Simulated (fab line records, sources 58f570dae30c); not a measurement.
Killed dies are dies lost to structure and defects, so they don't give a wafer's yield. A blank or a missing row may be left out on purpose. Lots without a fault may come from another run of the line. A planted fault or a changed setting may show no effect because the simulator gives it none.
Which tool did it? | flow berkeley_cmos170 | 7 lots, 20 wafers sampled, at 3 steps of a route of 331

WHAT THE GAUGES READ, wafer by wafer
UCB170_M1_RS_MEAS_01: measures by four-point-probe.
lot  | measured     | on            | M1_AL_RS (ohm/sq)
L435 | day 6 17:28  | film_metro-04 | 0.0480 0.0486 0.0482
L438 | day 7 13:34  | film_metro-03 | 0.0481 0.0483 0.0481
L440 | day 7 20:56  | film_metro-03 | 0.0903 0.0926
L449 | day 9 21:23  | film_metro-03 | 0.0491 0.0488 0.0483
L450 | day 10 03:18 | film_metro-02 | 0.0487 0.0483 0.0489
L455 | day 11 01:28 | film_metro-04 | 0.0486 0.0481 0.0493
L457 | day 11 17:33 | film_metro-03 | 0.0487 0.0483 0.0493

WHICH TOOL RAN EACH LOT (tool, then ch and the chambers of the sampled wafers, then the start)
lot  | UCB170_PLDD_STRIP_10                 | UCB170_M1_SPUTTER_00
L435 | plasma_asher-03 ch 0,1, day 5 21:28  | pvd_sputter-04, day 6 17:22
L438 | plasma_asher-01 ch 0,1, day 6 19:49  | pvd_sputter-03, day 7 13:30
L440 | plasma_asher-04 ch 0,1, day 7 01:41  | pvd_sputter-03, day 7 20:50
L449 | plasma_asher-03 ch 0,1, day 8 21:16  | pvd_sputter-04, day 9 21:19
L450 | plasma_asher-04 ch 0,1, day 9 05:49  | pvd_sputter-04, day 10 03:13
L455 | plasma_asher-03 ch 0,1, day 10 04:47 | pvd_sputter-01, day 11 01:24
L457 | plasma_asher-04 ch 0,1, day 10 21:23 | pvd_sputter-04, day 11 17:29
- UCB170_PLDD_STRIP_10: strips in O2.
- UCB170_M1_SPUTTER_00: material Al, target thk 600 nm, time 80 s.

THE ANSWER, worked out from the rows above alone
Rule: what is usual is taken from the lots themselves. Put in order of their means at a reading, lots are off if they are a third of the lots or fewer, leave a main group of 4 or more, and stand apart from it by a gap of 3 or more times the standard deviation of the main group's means; of several such gaps the widest counts. A main group whose means are all the same, to the digits that the tables above print for the reading, isn't used. A lot without any number at a reading at which 4 lots or more have one is off too. The other lots that the step has rows for count as sound.
Off: L440, at UCB170_M1_RS_MEAS_01 (M1_AL_RS). The main group: mean 0.0485 ohm/sq, standard deviation 0.00023.
A tool fits if, at a process step before that reading, it ran every lot that is off, and no sound lot after the first of them. The gauges at UCB170_M1_RS_MEAS_01 are tried like those tools. One fits: pvd_sputter-03 at UCB170_M1_SPUTTER_00. Its last sound lot is L438 (day 7 13:30), its first lot that is off L440 (day 7 20:50): a fault that began between those two fits.

WHAT THE SIMULATOR HAD PUT IN
Process parameter drift: pvd_sputter-03, from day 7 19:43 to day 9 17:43, at UCB170_M1_SPUTTER_00. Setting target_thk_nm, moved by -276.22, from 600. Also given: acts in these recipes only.
Lots struck among those shown: L440. The rule above found the same.
